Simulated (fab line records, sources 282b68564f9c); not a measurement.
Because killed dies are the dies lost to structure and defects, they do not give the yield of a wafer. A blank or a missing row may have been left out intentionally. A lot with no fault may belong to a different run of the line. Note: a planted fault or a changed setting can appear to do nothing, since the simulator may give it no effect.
One fault through the eyes of 2 desks ; flow rit cmos ; what lay behind the numbers comes last; until then each desk has only its own

== DESK OF THE TOOL OWNER: rie metal-04 ==
The tool's own readings at RIT_M1_METAL_ETCH_12 (etches Al in Cl2/BCl3, stops on SiO2, time 165 s, target depth 600 nm): means of the sampled wafers that have a number, for each lot that ran on this tool. A lot is out of limits, marked OUT, if its mean lies more than 4 standard deviations from the usual mean; the brackets give that distance.
Columns: A = drypump motor current A at RIT_M1_METAL_ETCH_12, usual 5.8 A; B = oes product au at RIT_M1_METAL_ETCH_12, usual 0.777 a.u.; C = rf fwd power W at RIT_M1_METAL_ETCH_12, usual 249.1 W; D = throttle valve pct at RIT_M1_METAL_ETCH_12, usual 8.27 %
lot;first seen here;A;B;C;D
L932;day 3 17:32;6.0;0.788;248.7;8.32
L935;day 4 04:29;6.0;0.780;249.6;8.41
L943;day 5 19:08;6.0;0.779;248.7;8.41
L946;day 6 07:52;6.0;0.784;248.9;8.42
L948;day 6 17:30;6.1;0.785;249.9;8.32
This desk's verdict: no lot among the 5 shows anything out of limits.

== AT THE METROLOGY DESK ==
Means of the sampled wafers that have a number, per lot and without regard to the tool the lot ran on: this is what the gauges read. A lot is out of limits, marked OUT, if its mean lies more than 4 standard deviations from the usual mean; the brackets give that distance.
Columns: A = cd nm at RIT_M1_CD_MEAS_90, usual 2600.2 nm
lot;first seen here;A
L932;day 3 18:05;2601.3
L934;day 3 19:37;2600.3
L933;day 3 19:52;2593.4
L935;day 4 05:11;2597.9
L936;day 4 10:23;2598.4
L937;day 4 15:00;2599.8
L939;day 5 00:15;2598.1
L942;day 5 13:28;2595.8
L943;day 5 19:40;2599.5
L946;day 6 08:24;2595.3
L948;day 6 18:02;2598.1
L951;day 7 09:27;2598.8
L952;day 7 14:01;2600.6
L955;day 8 10:01;2601.0
This desk's verdict: no lot among the 14 shows anything out of limits.

== PUT TOGETHER ==
Nothing out of limits was seen by the tool owner's desk.
Metrology desk: nothing out of limits seen.

== WHAT HAD BEEN PUT IN BY THE SIMULATOR ==
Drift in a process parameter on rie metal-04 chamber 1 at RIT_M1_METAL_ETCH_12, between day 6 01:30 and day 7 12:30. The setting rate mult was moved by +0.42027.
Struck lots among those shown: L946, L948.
